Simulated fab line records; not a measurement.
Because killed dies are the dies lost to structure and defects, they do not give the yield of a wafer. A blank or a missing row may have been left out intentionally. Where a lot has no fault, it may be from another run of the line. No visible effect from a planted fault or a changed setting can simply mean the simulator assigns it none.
fab line records :: flow berkeley_cmos170 :: part 2 of 2: steps 29 to 39 of 39
record:
  lots: 5
  wafers: 15
  last_day: 12
route steps=331 shown PSD@206 NSD@207 PLDD@208 NLDD@209 SILICIDE@210 CONTACT@216 M1@238
lots with no fault: from the same line, run without faults
start_h: the number of hours between the record's first day and the start of the first shown wafer of the lot :: wait_h: time in hours since the lot's previous step :: " repeats the value in the row above :: L1.1+2: a single row standing in for several wafers :: - value missing, or start not given :: * or withheld: withheld :: < > ~ a bound
route shown NAME@n: a module of which the file shows steps, and the number in the route of the first :: usual: mean/standard deviation of fault-free wafers :: same: alike in all rows :: chamber/n: place in a boat :: sites: readings site by site :: _std_site: their standard deviation :: _edge_site: inner sites' mean taken away from outer sites' mean :: radius_mm: for every site, how far away it sits from the centre of the wafer :: mask NAME#n: copy n :: behind: the last tool/chamber to shape the wafer :: hold: why the lot was held/for how many hours/how that ended :: device: whichever transistor did not switch (one of n, p or np) :: end of line: tests run on the same wafers once the route is complete :: a step with no rows: only its recipe :: killed: dies lost to structure and defects at the first sort, not the wafer's yield :: map: per-die view of a wafer (x killed, . not killed, _ where there is no die)
set.NAME: the setting that was run; set.NAME@STEP: the one run at that earlier step :: model.NAME: the simulator's own value behind a step, which no gauge read
certain route steps with their lots: each step a table, each wafer a row
services: when a tool's chamber went out of use (start_h, in hours from the record's first day, below 0 if earlier), for how many hours, and the reason
== steps ==
step: UCB170_CONTACT_ETCH_18
recipe:
  chemistry: CHF3/CF4/Ar
  target: PSG
  stop_on: TiSi2
  CHF3_flow_sccm: 45
  cf4_flow_sccm: 15
  Ar_flow_sccm: 150
  pressure_mtorr: 200
  rf_w: 700
  target_depth_a: 8400
  over_etch_frac: 0.2
  time_s: 195
usual:
  CHF3_flow_sccm: 45.00/0.14
  drypump_motor_current_A: 5.7/0.43
  oes_product_au: 0.896/0.014
  throttle_valve_pct: 6.94/0.081
same:
  over_etch_frac: 0.2
lot.wafer: L078.2
tool: rie_diel-03
chamber: 0
start_h: -
wait_h: -
CHF3_flow_sccm: 44.80
drypump_motor_current_A: 5.5
oes_product_au: 0.917
rf_hours_counter_h: 141
throttle_valve_pct: 6.90

lot.wafer: L078.3
tool: rie_diel-03
chamber: 2
start_h: -
wait_h: -
CHF3_flow_sccm: 45.25
drypump_motor_current_A: 5.7
oes_product_au: 0.904
rf_hours_counter_h: 114
throttle_valve_pct: 6.97

lot.wafer: L078.6
tool: rie_diel-03
chamber: 3
start_h: -
wait_h: -
CHF3_flow_sccm: 45.26
drypump_motor_current_A: 6.2
oes_product_au: 0.887
rf_hours_counter_h: -
throttle_valve_pct: 6.86

lot.wafer: L081.1
tool: rie_diel-02
chamber: 3
start_h: -
wait_h: -
CHF3_flow_sccm: 45.05
drypump_motor_current_A: 5.6
oes_product_au: 0.902
rf_hours_counter_h: 4
throttle_valve_pct: 7.04

lot.wafer: L081.2
tool: rie_diel-02
chamber: 2
start_h: -
wait_h: -
CHF3_flow_sccm: 45.07
drypump_motor_current_A: 6.1
oes_product_au: 0.890
rf_hours_counter_h: 62
throttle_valve_pct: 6.86

lot.wafer: L081.3
tool: rie_diel-02
chamber: 0
start_h: -
wait_h: -
CHF3_flow_sccm: 45.09
drypump_motor_current_A: 5.3
oes_product_au: 0.901
rf_hours_counter_h: 55
throttle_valve_pct: 6.94

lot.wafer: L089.3
tool: rie_diel-03
chamber: 2
start_h: -
wait_h: -
CHF3_flow_sccm: 44.88
drypump_motor_current_A: 5.7
oes_product_au: 0.885
rf_hours_counter_h: 117
throttle_valve_pct: 6.98

lot.wafer: L089.4
tool: rie_diel-03
chamber: 3
start_h: -
wait_h: -
CHF3_flow_sccm: 45.09
drypump_motor_current_A: 6.2
oes_product_au: 0.895
rf_hours_counter_h: -
throttle_valve_pct: 6.86

lot.wafer: L089.5
tool: rie_diel-03
chamber: 1
start_h: -
wait_h: -
CHF3_flow_sccm: 44.86
drypump_motor_current_A: 4.8
oes_product_au: 0.883
rf_hours_counter_h: -
throttle_valve_pct: 7.03

lot.wafer: L088.2
tool: rie_diel-03
chamber: 1
start_h: -
wait_h: -
CHF3_flow_sccm: 44.80
drypump_motor_current_A: 4.7
oes_product_au: 0.887
rf_hours_counter_h: 128
throttle_valve_pct: 7.04

lot.wafer: L088.4
tool: rie_diel-03
chamber: 0
start_h: -
wait_h: -
CHF3_flow_sccm: 45.04
drypump_motor_current_A: 5.5
oes_product_au: 0.877
rf_hours_counter_h: 0
throttle_valve_pct: 6.90

lot.wafer: L088.6
tool: rie_diel-03
chamber: 2
start_h: -
wait_h: -
CHF3_flow_sccm: 45.07
drypump_motor_current_A: 5.7
oes_product_au: 0.892
rf_hours_counter_h: -
throttle_valve_pct: 7.00

lot.wafer: L095.1
tool: rie_diel-01
chamber: 1
start_h: -
wait_h: -
CHF3_flow_sccm: 44.95
drypump_motor_current_A: 6.1
oes_product_au: 0.917
rf_hours_counter_h: 39
throttle_valve_pct: 7.03

lot.wafer: L095.2
tool: rie_diel-01
chamber: 2
start_h: -
wait_h: -
CHF3_flow_sccm: 45.26
drypump_motor_current_A: 6.0
oes_product_au: 0.878
rf_hours_counter_h: 82
throttle_valve_pct: 6.97

lot.wafer: L095.4
tool: rie_diel-01
chamber: 3
start_h: -
wait_h: -
CHF3_flow_sccm: 45.12
drypump_motor_current_A: 5.3
oes_product_au: 0.891
rf_hours_counter_h: 41
throttle_valve_pct: 6.89
step: UCB170_CONTACT_STRIP_19
recipe:
  chemistry: O2
  power_w: 400
  pressure_mtorr: 3500
  platen_temp_c: withheld
  o2_flow_sccm: 400
  overash_fraction: 0.5
usual:
  drypump_motor_current_A: 5.8/0.53
  oes_product_au: 0.726/0.0044
lot.wafer: L078.2
tool: plasma_asher-03
chamber: 0
start_h: 174.45
wait_h: -
drypump_motor_current_A: 6.0
oes_product_au: 0.720
rf_hours_counter_h: 42

lot.wafer: L078.3
tool: plasma_asher-03
chamber: 1
start_h: 174.45
wait_h: -
drypump_motor_current_A: 5.7
oes_product_au: 0.728
rf_hours_counter_h: -

lot.wafer: L078.6
tool: plasma_asher-03
chamber: 1
start_h: 174.45
wait_h: -
drypump_motor_current_A: 5.7
oes_product_au: 0.720
rf_hours_counter_h: -

lot.wafer: L081.1
tool: plasma_asher-03
chamber: 0
start_h: 177.10
wait_h: -
drypump_motor_current_A: 6.0
oes_product_au: 0.732
rf_hours_counter_h: 42

lot.wafer: L081.2
tool: plasma_asher-03
chamber: 1
start_h: 177.10
wait_h: -
drypump_motor_current_A: 5.7
oes_product_au: 0.726
rf_hours_counter_h: 42

lot.wafer: L081.3
tool: plasma_asher-03
chamber: 1
start_h: 177.10
wait_h: -
drypump_motor_current_A: 5.7
oes_product_au: 0.733
rf_hours_counter_h: -

lot.wafer: L089.3
tool: plasma_asher-04
chamber: 0
start_h: 241.12
wait_h: -
drypump_motor_current_A: 6.6
oes_product_au: 0.728
rf_hours_counter_h: -

lot.wafer: L089.4
tool: plasma_asher-04
chamber: 1
start_h: 241.12
wait_h: -
drypump_motor_current_A: 5.9
oes_product_au: 0.724
rf_hours_counter_h: -

lot.wafer: L089.5
tool: plasma_asher-04
chamber: 1
start_h: 241.12
wait_h: -
drypump_motor_current_A: 5.9
oes_product_au: 0.724
rf_hours_counter_h: -

lot.wafer: L088.2
tool: plasma_asher-01
chamber: 0
start_h: 243.47
wait_h: -
drypump_motor_current_A: 5.0
oes_product_au: 0.716
rf_hours_counter_h: 52

lot.wafer: L088.4
tool: plasma_asher-01
chamber: 1
start_h: 243.47
wait_h: -
drypump_motor_current_A: 5.1
oes_product_au: 0.730
rf_hours_counter_h: -

lot.wafer: L088.6
tool: plasma_asher-01
chamber: 0
start_h: 243.47
wait_h: -
drypump_motor_current_A: 5.0
oes_product_au: 0.732
rf_hours_counter_h: -

lot.wafer: L095.1
tool: plasma_asher-04
chamber: 1
start_h: 262.19
wait_h: -
drypump_motor_current_A: 5.8
oes_product_au: 0.721
rf_hours_counter_h: 55

lot.wafer: L095.2
tool: plasma_asher-04
chamber: 0
start_h: 262.19
wait_h: -
drypump_motor_current_A: 6.5
oes_product_au: 0.722
rf_hours_counter_h: 55

lot.wafer: L095.4
tool: plasma_asher-04
chamber: 0
start_h: 262.19
wait_h: -
drypump_motor_current_A: 6.6
oes_product_au: 0.722
rf_hours_counter_h: -
step: UCB170_CONTACT_CD_MEAS_90
recipe:
  target_cd_nm: 700
usual:
  cd_nm: 699.9/1.6
lot.wafer: L078.2
tool: cd_sem-01
chamber: -
start_h: 174.57
wait_h: 0.1
cd_nm: 701.0

lot.wafer: L078.3
tool: cd_sem-01
chamber: -
start_h: 174.57
wait_h: 0.1
cd_nm: 699.2

lot.wafer: L078.6
tool: cd_sem-01
chamber: -
start_h: 174.57
wait_h: 0.1
cd_nm: 700.3

lot.wafer: L081.1
tool: cd_sem-01
chamber: -
start_h: 177.20
wait_h: 0.1
cd_nm: 697.2

lot.wafer: L081.2
tool: cd_sem-01
chamber: -
start_h: 177.20
wait_h: 0.1
cd_nm: 698.2

lot.wafer: L081.3
tool: cd_sem-01
chamber: -
start_h: 177.20
wait_h: 0.1
cd_nm: 698.8

lot.wafer: L089.3
tool: cd_sem-01
chamber: -
start_h: 241.23
wait_h: 0.1
cd_nm: 701.1

lot.wafer: L089.4
tool: cd_sem-01
chamber: -
start_h: 241.23
wait_h: 0.1
cd_nm: 699.1

lot.wafer: L089.5
tool: cd_sem-01
chamber: -
start_h: 241.23
wait_h: 0.1
cd_nm: 700.4

lot.wafer: L088.2
tool: cd_sem-02
chamber: -
start_h: 243.59
wait_h: 0.1
cd_nm: 701.9

lot.wafer: L088.4
tool: cd_sem-02
chamber: -
start_h: 243.59
wait_h: 0.1
cd_nm: 702.0

lot.wafer: L088.6
tool: cd_sem-02
chamber: -
start_h: 243.59
wait_h: 0.1
cd_nm: 703.0

lot.wafer: L095.1
tool: cd_sem-01
chamber: -
start_h: 262.29
wait_h: 0.1
cd_nm: 702.0

lot.wafer: L095.2
tool: cd_sem-01
chamber: -
start_h: 262.29
wait_h: 0.1
cd_nm: 703.6

lot.wafer: L095.4
tool: cd_sem-01
chamber: -
start_h: 262.29
wait_h: 0.1
cd_nm: 702.2
step: UCB170_CONTACT_CLEAN_20
recipe:
  chemistry: SPM
  temp_c: 120
  time_s: 600
usual:
  temp_c: 119.98/0.14
lot.wafer: L078.2
tool: wet_bench-02
chamber: 2
start_h: 174.83
wait_h: 0.2
temp_c: 119.72

lot.wafer: L078.3
tool: wet_bench-02
chamber: 2
start_h: 174.83
wait_h: 0.2
temp_c: 119.86

lot.wafer: L078.6
tool: wet_bench-02
chamber: 2
start_h: 174.83
wait_h: 0.2
temp_c: 119.92

lot.wafer: L081.1
tool: wet_bench-03
chamber: 1
start_h: 177.32
wait_h: 0.1
temp_c: 119.95

lot.wafer: L081.2
tool: wet_bench-03
chamber: 1
start_h: 177.32
wait_h: 0.1
temp_c: 120.03

lot.wafer: L081.3
tool: wet_bench-03
chamber: 1
start_h: 177.32
wait_h: 0.1
temp_c: 120.12

lot.wafer: L089.3
tool: wet_bench-02
chamber: 3
start_h: 241.31
wait_h: 0.1
temp_c: 120.12

lot.wafer: L089.4
tool: wet_bench-02
chamber: 3
start_h: 241.31
wait_h: 0.1
temp_c: 119.84

lot.wafer: L089.5
tool: wet_bench-02
chamber: 3
start_h: 241.31
wait_h: 0.1
temp_c: 120.05

lot.wafer: L088.2
tool: wet_bench-03
chamber: 2
start_h: 243.69
wait_h: 0.1
temp_c: 120.02

lot.wafer: L088.4
tool: wet_bench-03
chamber: 2
start_h: 243.69
wait_h: 0.1
temp_c: 120.09

lot.wafer: L088.6
tool: wet_bench-03
chamber: 2
start_h: 243.69
wait_h: 0.1
temp_c: 119.94

lot.wafer: L095.1
tool: wet_bench-02
chamber: 3
start_h: 262.41
wait_h: 0.1
temp_c: 119.96

lot.wafer: L095.2
tool: wet_bench-02
chamber: 3
start_h: 262.41
wait_h: 0.1
temp_c: 119.84

lot.wafer: L095.4
tool: wet_bench-02
chamber: 3
start_h: 262.41
wait_h: 0.1
temp_c: 119.93
step: UCB170_M1_SPUTTER_00
recipe:
  material: Al
  target_thk_nm: 600
  time_s: 80
  power_w: 6000
  chamber_pressure_pa: 0.5
usual:
  throttle_valve_pct: 29.9/1.2
lot.wafer: L078.2
tool: pvd_sputter-04
chamber: -
start_h: 175.02
wait_h: 0.0
throttle_valve_pct: 30.0

lot.wafer: L078.3
tool: pvd_sputter-04
chamber: -
start_h: 175.02
wait_h: 0.0
throttle_valve_pct: 30.7

lot.wafer: L078.6
tool: pvd_sputter-04
chamber: -
start_h: 175.02
wait_h: 0.0
throttle_valve_pct: 30.3

lot.wafer: L081.1
tool: pvd_sputter-01
chamber: -
start_h: 177.50
wait_h: 0.0
throttle_valve_pct: 31.6

lot.wafer: L081.2
tool: pvd_sputter-01
chamber: -
start_h: 177.50
wait_h: 0.0
throttle_valve_pct: 30.4

lot.wafer: L081.3
tool: pvd_sputter-01
chamber: -
start_h: 177.50
wait_h: 0.0
throttle_valve_pct: 28.8

lot.wafer: L089.3
tool: pvd_sputter-04
chamber: -
start_h: 241.50
wait_h: 0.0
throttle_valve_pct: 30.2

lot.wafer: L089.4
tool: pvd_sputter-04
chamber: -
start_h: 241.50
wait_h: 0.0
throttle_valve_pct: 30.6

lot.wafer: L089.5
tool: pvd_sputter-04
chamber: -
start_h: 241.50
wait_h: 0.0
throttle_valve_pct: 30.0

lot.wafer: L088.2
tool: pvd_sputter-01
chamber: -
start_h: 243.90
wait_h: 0.0
throttle_valve_pct: 31.5

lot.wafer: L088.4
tool: pvd_sputter-01
chamber: -
start_h: 243.90
wait_h: 0.0
throttle_valve_pct: 28.9

lot.wafer: L088.6
tool: pvd_sputter-01
chamber: -
start_h: 243.90
wait_h: 0.0
throttle_valve_pct: 31.3

lot.wafer: L095.1
tool: pvd_sputter-04
chamber: -
start_h: 262.58
wait_h: 0.0
throttle_valve_pct: 30.4

lot.wafer: L095.2
tool: pvd_sputter-04
chamber: -
start_h: 262.58
wait_h: 0.0
throttle_valve_pct: 29.9

lot.wafer: L095.4
tool: pvd_sputter-04
chamber: -
start_h: 262.58
wait_h: 0.0
throttle_valve_pct: 29.1
step: UCB170_M1_RS_MEAS_01
recipe:
  thk_meas_gauge: four-point-probe
  reads: Al_of_M1_SPUTTER_00
usual:
  M1_AL_RS: 0.0486/0.00044
lot.wafer: L078.2
tool: film_metro-03
chamber: -
start_h: 175.10
wait_h: 0.1
M1_AL_RS[ohm/sq]: 0.0487

lot.wafer: L078.3
tool: film_metro-03
chamber: -
start_h: 175.10
wait_h: 0.1
M1_AL_RS[ohm/sq]: 0.0483

lot.wafer: L078.6
tool: film_metro-03
chamber: -
start_h: 175.10
wait_h: 0.1
M1_AL_RS[ohm/sq]: 0.0491

lot.wafer: L081.1
tool: film_metro-01
chamber: -
start_h: 177.56
wait_h: 0.0
M1_AL_RS[ohm/sq]: 0.0487

lot.wafer: L081.2
tool: film_metro-01
chamber: -
start_h: 177.56
wait_h: 0.0
M1_AL_RS[ohm/sq]: 0.0490

lot.wafer: L081.3
tool: film_metro-01
chamber: -
start_h: 177.56
wait_h: 0.0
M1_AL_RS[ohm/sq]: 0.0486

lot.wafer: L089.3
tool: film_metro-03
chamber: -
start_h: 241.60
wait_h: 0.1
M1_AL_RS[ohm/sq]: 0.0486

lot.wafer: L089.4
tool: film_metro-03
chamber: -
start_h: 241.60
wait_h: 0.1
M1_AL_RS[ohm/sq]: 0.0485

lot.wafer: L089.5
tool: film_metro-03
chamber: -
start_h: 241.60
wait_h: 0.1
M1_AL_RS[ohm/sq]: 0.0485

lot.wafer: L088.2
tool: film_metro-04
chamber: -
start_h: 243.98
wait_h: 0.1
M1_AL_RS[ohm/sq]: 0.0481

lot.wafer: L088.4
tool: film_metro-04
chamber: -
start_h: 243.98
wait_h: 0.1
M1_AL_RS[ohm/sq]: 0.0481

lot.wafer: L088.6
tool: film_metro-04
chamber: -
start_h: 243.98
wait_h: 0.1
M1_AL_RS[ohm/sq]: 0.0477

lot.wafer: L095.1
tool: film_metro-03
chamber: -
start_h: 262.65
wait_h: 0.0
M1_AL_RS[ohm/sq]: 0.0486

lot.wafer: L095.2
tool: film_metro-03
chamber: -
start_h: 262.65
wait_h: 0.0
M1_AL_RS[ohm/sq]: 0.0483

lot.wafer: L095.4
tool: film_metro-03
chamber: -
start_h: 262.65
wait_h: 0.0
M1_AL_RS[ohm/sq]: 0.0479
step: UCB170_M1_THK_MEAS_02
recipe:
  thk_meas_gauge: xrf
  reads: Al_of_M1_SPUTTER_00
usual:
  M1_AL_THK: 605/6.2
lot.wafer: L078.2
tool: film_metro-03
chamber: -
start_h: 175.21
wait_h: 0.1
M1_AL_THK[nm]: 603

lot.wafer: L078.3
tool: film_metro-03
chamber: -
start_h: 175.21
wait_h: 0.1
M1_AL_THK[nm]: 608

lot.wafer: L078.6
tool: film_metro-03
chamber: -
start_h: 175.21
wait_h: 0.1
M1_AL_THK[nm]: 599

lot.wafer: L081.1
tool: film_metro-01
chamber: -
start_h: 177.68
wait_h: 0.1
M1_AL_THK[nm]: 600

lot.wafer: L081.2
tool: film_metro-01
chamber: -
start_h: 177.68
wait_h: 0.1
M1_AL_THK[nm]: 598

lot.wafer: L081.3
tool: film_metro-01
chamber: -
start_h: 177.68
wait_h: 0.1
M1_AL_THK[nm]: 604

lot.wafer: L089.3
tool: film_metro-03
chamber: -
start_h: 241.70
wait_h: 0.1
M1_AL_THK[nm]: 607

lot.wafer: L089.4
tool: film_metro-03
chamber: -
start_h: 241.70
wait_h: 0.1
M1_AL_THK[nm]: 608

lot.wafer: L089.5
tool: film_metro-03
chamber: -
start_h: 241.70
wait_h: 0.1
M1_AL_THK[nm]: 608

lot.wafer: L088.2
tool: film_metro-04
chamber: -
start_h: 244.09
wait_h: 0.1
M1_AL_THK[nm]: 612

lot.wafer: L088.4
tool: film_metro-04
chamber: -
start_h: 244.09
wait_h: 0.1
M1_AL_THK[nm]: 619

lot.wafer: L088.6
tool: film_metro-04
chamber: -
start_h: 244.09
wait_h: 0.1
M1_AL_THK[nm]: 622

lot.wafer: L095.1
tool: film_metro-03
chamber: -
start_h: 262.77
wait_h: 0.1
M1_AL_THK[nm]: 610

lot.wafer: L095.2
tool: film_metro-03
chamber: -
start_h: 262.77
wait_h: 0.1
M1_AL_THK[nm]: 609

lot.wafer: L095.4
tool: film_metro-03
chamber: -
start_h: 262.77
wait_h: 0.1
M1_AL_THK[nm]: 615
step: UCB170_M1_COAT_03
recipe:
  resist: BARC
  temp_c: withheld
  time_s: withheld
  spin_rpm: 3000
  resist_thk_nm: withheld
lot.wafer: L078.2+3+6
tool: litho_track-03
chamber: 0
start_h: 175.31
wait_h: 0.1

lot.wafer: L081.1+2+3
tool: litho_track-01
chamber: 0
start_h: 177.75
wait_h: 0.1

lot.wafer: L089.3+4+5
tool: litho_track-03
chamber: 0
start_h: 241.85
wait_h: 0.1

lot.wafer: L088.2+4+6
tool: litho_track-04
chamber: 0
start_h: 244.16
wait_h: 0.1

lot.wafer: L095.1+2+4
tool: litho_track-01
chamber: 0
start_h: 263.58
wait_h: 0.8
step: UCB170_M1_COAT_04
recipe:
  resist: KrF
  spin_rpm: 1500
  resist_thk_nm: 900
lot.wafer: L078.2+3+6
tool: litho_track-03
chamber: 0
start_h: -
wait_h: -

lot.wafer: L081.1+2+3
tool: litho_track-01
chamber: 0
start_h: -
wait_h: -

lot.wafer: L089.3+4+5
tool: litho_track-03
chamber: 0
start_h: -
wait_h: -

lot.wafer: L088.2+4+6
tool: litho_track-04
chamber: 0
start_h: -
wait_h: -

lot.wafer: L095.1+2+4
tool: litho_track-01
chamber: 0
start_h: -
wait_h: -
step: UCB170_M1_SOFTBAKE_05
recipe:
  resist: KrF
  temp_c: 130
  time_s: 60
lot.wafer: L078.2+3+6
tool: litho_track-03
chamber: 0
start_h: -
wait_h: -

lot.wafer: L081.1+2+3
tool: litho_track-01
chamber: 0
start_h: -
wait_h: -

lot.wafer: L089.3+4+5
tool: litho_track-03
chamber: 0
start_h: -
wait_h: -

lot.wafer: L088.2+4+6
tool: litho_track-04
chamber: 0
start_h: -
wait_h: -

lot.wafer: L095.1+2+4
tool: litho_track-01
chamber: 0
start_h: -
wait_h: -
step: UCB170_M1_EXPOSE_06
recipe:
  mask_id: METAL1
  target_cd_nm: 700
  na: 0.5
  sigma_outer: 0.6
  source_shape: conventional
  dose_mj: 21
usual:
  stage_vel_mm_s: 500.00/0.25
lot.wafer: L078.2
tool: krf_scanner-02
chamber: 0
start_h: 175.75
wait_h: -
mask: METAL1#0
stage_vel_mm_s: 500.02

lot.wafer: L078.3
tool: krf_scanner-02
chamber: 0
start_h: 175.75
wait_h: -
mask: METAL1#0
stage_vel_mm_s: 499.54

lot.wafer: L078.6
tool: krf_scanner-02
chamber: 0
start_h: 175.75
wait_h: -
mask: METAL1#0
stage_vel_mm_s: 499.68

lot.wafer: L081.1
tool: krf_scanner-02
chamber: 0
start_h: 178.25
wait_h: -
mask: METAL1#0
stage_vel_mm_s: 500.10

lot.wafer: L081.2
tool: krf_scanner-02
chamber: 0
start_h: 178.25
wait_h: -
mask: METAL1#0
stage_vel_mm_s: 499.94

lot.wafer: L081.3
tool: krf_scanner-02
chamber: 0
start_h: 178.25
wait_h: -
mask: METAL1#0
stage_vel_mm_s: 500.03

lot.wafer: L089.3
tool: krf_scanner-01
chamber: 0
start_h: 242.41
wait_h: -
mask: METAL1#0
stage_vel_mm_s: 500.10

lot.wafer: L089.4
tool: krf_scanner-01
chamber: 0
start_h: 242.41
wait_h: -
mask: METAL1#0
stage_vel_mm_s: 499.90

lot.wafer: L089.5
tool: krf_scanner-01
chamber: 0
start_h: 242.41
wait_h: -
mask: METAL1#0
stage_vel_mm_s: 500.25

lot.wafer: L088.2
tool: krf_scanner-01
chamber: 0
start_h: 244.73
wait_h: -
mask: METAL1#0
stage_vel_mm_s: 500.02

lot.wafer: L088.4
tool: krf_scanner-01
chamber: 0
start_h: 244.73
wait_h: -
mask: METAL1#0
stage_vel_mm_s: 500.15

lot.wafer: L088.6
tool: krf_scanner-01
chamber: 0
start_h: 244.73
wait_h: -
mask: METAL1#0
stage_vel_mm_s: 500.14

lot.wafer: L095.1
tool: krf_scanner-01
chamber: 0
start_h: 264.03
wait_h: -
mask: METAL1#0
stage_vel_mm_s: 499.81

lot.wafer: L095.2
tool: krf_scanner-01
chamber: 0
start_h: 264.03
wait_h: -
mask: METAL1#0
stage_vel_mm_s: 499.73

lot.wafer: L095.4
tool: krf_scanner-01
chamber: 0
start_h: 264.03
wait_h: -
mask: METAL1#0
stage_vel_mm_s: 499.79
== services ==
tool: pvd_sputter-02
chamber: -
start_h: 152.66
hours: 1.9
kind: repair

tool: plasma_asher-03
chamber: -
start_h: 162.56
hours: 2.8
kind: pm

tool: litho_track-02
chamber: -
start_h: 170.91
hours: -
kind: consumable_replace:filter

tool: rie_diel-02
chamber: -
start_h: 179.25
hours: 1.1
kind: repair

tool: rie_diel-01
chamber: 1
start_h: 181.77
hours: 15.1
kind: repair

tool: krf_scanner-02
chamber: -
start_h: 190.47
hours: 1.0
kind: pm

tool: krf_scanner-01
chamber: -
start_h: 191.47
hours: 0.8
kind: pm

tool: lpcvd-01
chamber: -
start_h: 192.25
hours: 1.3
kind: repair

tool: pvd_sputter-03
chamber: -
start_h: 198.32
hours: 1.0
kind: repair

tool: krf_scanner-01
chamber: 0
start_h: 202.43
hours: -
kind: calibration

tool: pvd_sputter-02
chamber: 3
start_h: 204.91
hours: -
kind: consumable_replace:kit

tool: pvd_sputter-02
chamber: 3
start_h: 204.91
hours: 18.0
kind: scheduled_down

tool: pvd_sputter-02
chamber: 3
start_h: 204.91
hours: 18.0
kind: vent_cycle

tool: rie_diel-02
chamber: 1
start_h: 207.25
hours: 9.3
kind: repair

tool: krf_scanner-01
chamber: -
start_h: 208.38
hours: 0.3
kind: repair

tool: rie_diel-03
chamber: 0
start_h: 212.82
hours: 9.5
kind: repair

tool: krf_scanner-02
chamber: -
start_h: 214.59
hours: 1.3
kind: pm

tool: rie_diel-03
chamber: 3
start_h: 220.51
hours: 4.3
kind: repair

tool: rie_diel-03
chamber: 0
start_h: 224.81
hours: -
kind: clean

tool: rie_diel-03
chamber: 0
start_h: 224.81
hours: 18.0
kind: scheduled_down

tool: rie_diel-03
chamber: 0
start_h: 224.81
hours: 18.0
kind: vent_cycle

tool: krf_scanner-02
chamber: 0
start_h: 232.26
hours: -
kind: calibration

tool: krf_scanner-02
chamber: -
start_h: 249.65
hours: 2.2
kind: repair

tool: krf_scanner-01
chamber: -
start_h: 258.49
hours: 1.0
kind: pm
